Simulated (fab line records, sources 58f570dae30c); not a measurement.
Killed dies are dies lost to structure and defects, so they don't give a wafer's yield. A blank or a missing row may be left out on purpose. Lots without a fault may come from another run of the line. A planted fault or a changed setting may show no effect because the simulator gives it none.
Tool commonality check | flow berkeley_cmos170 | 14 lots, 44 wafers sampled

WHY IT WAS OPENED
At UCB170_SDANNEAL_RS_MEAS_05 the reading NLDD_RS is flagged on 2 of 14 lots. Wafers without a fault read 620.5 ohm/sq, standard deviation 1.3.
Rule: a lot is flagged when every wafer of it that has a number lies more than 4 standard deviations from that mean, or none has a number. The other lots count as sound.

lot  | measured     | on            | NLDD_RS (ohm/sq), wafer by wafer | flag
L850 | day 6 06:48  | film_metro-04 | 621.1 620.0 621.2                |
L851 | day 6 20:06  | film_metro-03 | 624.0 622.6 622.2                |
L856 | day 7 08:11  | film_metro-03 | 620.8 619.1 620.2                |
L853 | day 7 08:37  | film_metro-04 | 620.0 618.2 621.1                |
L858 | day 8 02:24  | film_metro-03 | 581.2 552.2 580.2 552.6          | FLAGGED
L860 | day 8 16:05  | film_metro-04 | 563.0 561.0 562.6 561.0          | FLAGGED
L862 | day 8 17:44  | film_metro-04 | 620.4 618.4 619.3                |
L865 | day 9 10:22  | film_metro-04 | 621.2 621.3 621.7                |
L863 | day 9 10:49  | film_metro-04 | 619.4 621.6 619.9                |
L868 | day 10 12:29 | film_metro-03 | 619.9 620.9 619.0                |
L869 | day 10 20:51 | film_metro-03 | 622.2 619.1 621.6                |
L871 | day 10 21:19 | film_metro-02 | 620.6 619.7 621.2                |
L870 | day 10 21:44 | film_metro-03 | 621.4 621.0 621.1                |
L873 | day 11 06:14 | film_metro-04 | 619.1 620.5 619.2                |
The numbers of the flagged lots are 564.2 ohm/sq on average: -56.3 ohm/sq against the usual, or -43 standard deviations.

WHICH TOOL RAN EACH LOT
The record holds 3 process steps before the reading, out of a route of 331 steps. In each cell: the tool, then ch and the chambers that the sampled wafers went through, then the start.
lot  | flag    | UCB170_ZERO_STRIP_07                | UCB170_ACTIVE_SOFTBAKE_09        | UCB170_NLDD_IMPLANT_08
L850 |         | plasma_asher-01 ch 0,1, day 1 19:53 | litho_track-02 ch 0, day 3 23:59 | implanter-02 ch 0, day 5 20:05
L851 |         | plasma_asher-01 ch 1, day 2 00:39   | litho_track-04 ch 0, day 4 10:41 | implanter-04 ch 0, day 6 08:02
L856 |         | plasma_asher-01 ch 1, day 3 00:50   | litho_track-02 ch 0, day 5 03:34 | implanter-02 ch 0, day 6 21:26
L853 |         | plasma_asher-03 ch 0,1, day 2 13:25 | litho_track-02 ch 0, day 4 21:17 | implanter-04 ch 0, day 6 21:13
L858 | FLAGGED | plasma_asher-02 ch 0,1, day 3 12:49 | litho_track-03 ch 0, day 5 13:09 | implanter-03 ch 0, day 7 08:39
L860 | FLAGGED | plasma_asher-02 ch 0,1, day 3 21:29 | litho_track-02 ch 0, day 6 00:01 | implanter-03 ch 0, day 7 22:21
L862 |         | plasma_asher-03 ch 0,1, day 4 06:08 | litho_track-03 ch 0, day 6 06:17 | implanter-04 ch 0, day 8 08:07
L865 |         | plasma_asher-02 ch 0,1, day 4 18:57 | litho_track-02 ch 0, day 7 01:14 | implanter-04 ch 0, day 8 23:02
L863 |         | plasma_asher-01 ch 0,1, day 4 15:23 | litho_track-04 ch 0, day 7 00:50 | implanter-02 ch 0, day 8 23:17
L868 |         | plasma_asher-02 ch 0,1, day 5 12:50 | litho_track-04 ch 0, day 7 21:14 | implanter-04 ch 0, day 9 21:40
L869 |         | plasma_asher-02 ch 0,1, day 5 16:37 | litho_track-04 ch 0, day 8 05:24 | implanter-03 ch 0, day 10 10:25
L871 |         | plasma_asher-03 ch 0,1, day 6 03:36 | litho_track-04 ch 0, day 8 11:18 | implanter-03 ch 0, day 10 13:47
L870 |         | plasma_asher-02 ch 0,1, day 5 22:22 | litho_track-04 ch 0, day 8 05:52 | implanter-04 ch 0, day 10 10:43
L873 |         | plasma_asher-03 ch 0,1, day 6 12:50 | litho_track-02 ch 0, day 8 15:02 | implanter-03 ch 0, day 10 18:50
What these steps do:
- UCB170_ZERO_STRIP_07: strips in O2.
- UCB170_ACTIVE_SOFTBAKE_09: time 60.94 s.
- UCB170_NLDD_IMPLANT_08
- UCB170_SDANNEAL_RS_MEAS_05: measures by four-point-probe.

FLAGGED OVER TOTAL, TOOL BY TOOL (the gauges that took the reading come last)
step                       | tool            | lots run | flagged | share of the flagged lots | sound lots run after its first flagged lot
UCB170_ZERO_STRIP_07       | plasma_asher-01 | 4        | 0       | none                      | -
UCB170_ZERO_STRIP_07       | plasma_asher-02 | 6        | 2       | all                       | 4 (L865,L868,L869,L870)
UCB170_ZERO_STRIP_07       | plasma_asher-03 | 4        | 0       | none                      | -
UCB170_ACTIVE_SOFTBAKE_09  | litho_track-02  | 6        | 1       | some                      | 2 (L865,L873)
UCB170_ACTIVE_SOFTBAKE_09  | litho_track-03  | 2        | 1       | some                      | 1 (L862)
UCB170_ACTIVE_SOFTBAKE_09  | litho_track-04  | 6        | 0       | none                      | -
UCB170_NLDD_IMPLANT_08     | implanter-02    | 3        | 0       | none                      | -
UCB170_NLDD_IMPLANT_08     | implanter-03    | 5        | 2       | all                       | 3 (L869,L871,L873)
UCB170_NLDD_IMPLANT_08     | implanter-04    | 6        | 0       | none                      | -
UCB170_SDANNEAL_RS_MEAS_05 | film_metro-02   | 1        | 0       | none                      | -
UCB170_SDANNEAL_RS_MEAS_05 | film_metro-03   | 6        | 1       | some                      | 3 (L868,L869,L870)
UCB170_SDANNEAL_RS_MEAS_05 | film_metro-04   | 7        | 1       | some                      | 4 (L862,L865,L863,L873)

WHAT THE TABLE ALLOWS
2 rows of the table ran every flagged lot: plasma_asher-02 at UCB170_ZERO_STRIP_07, implanter-03 at UCB170_NLDD_IMPLANT_08.
- plasma_asher-02 at UCB170_ZERO_STRIP_07: 2 of its 6 lots flagged. Sound lots ran on it after the first flagged one (L865, L868, L869, L870), which a lasting fault on the whole tool wouldn't allow.
- implanter-03 at UCB170_NLDD_IMPLANT_08: 2 of its 5 lots flagged. Sound lots ran on it after the first flagged one (L869, L871, L873), which a lasting fault on the whole tool wouldn't allow.
No row of the table ran every flagged lot and no sound lot after the first.

WHAT THE SIMULATOR HAD PUT IN
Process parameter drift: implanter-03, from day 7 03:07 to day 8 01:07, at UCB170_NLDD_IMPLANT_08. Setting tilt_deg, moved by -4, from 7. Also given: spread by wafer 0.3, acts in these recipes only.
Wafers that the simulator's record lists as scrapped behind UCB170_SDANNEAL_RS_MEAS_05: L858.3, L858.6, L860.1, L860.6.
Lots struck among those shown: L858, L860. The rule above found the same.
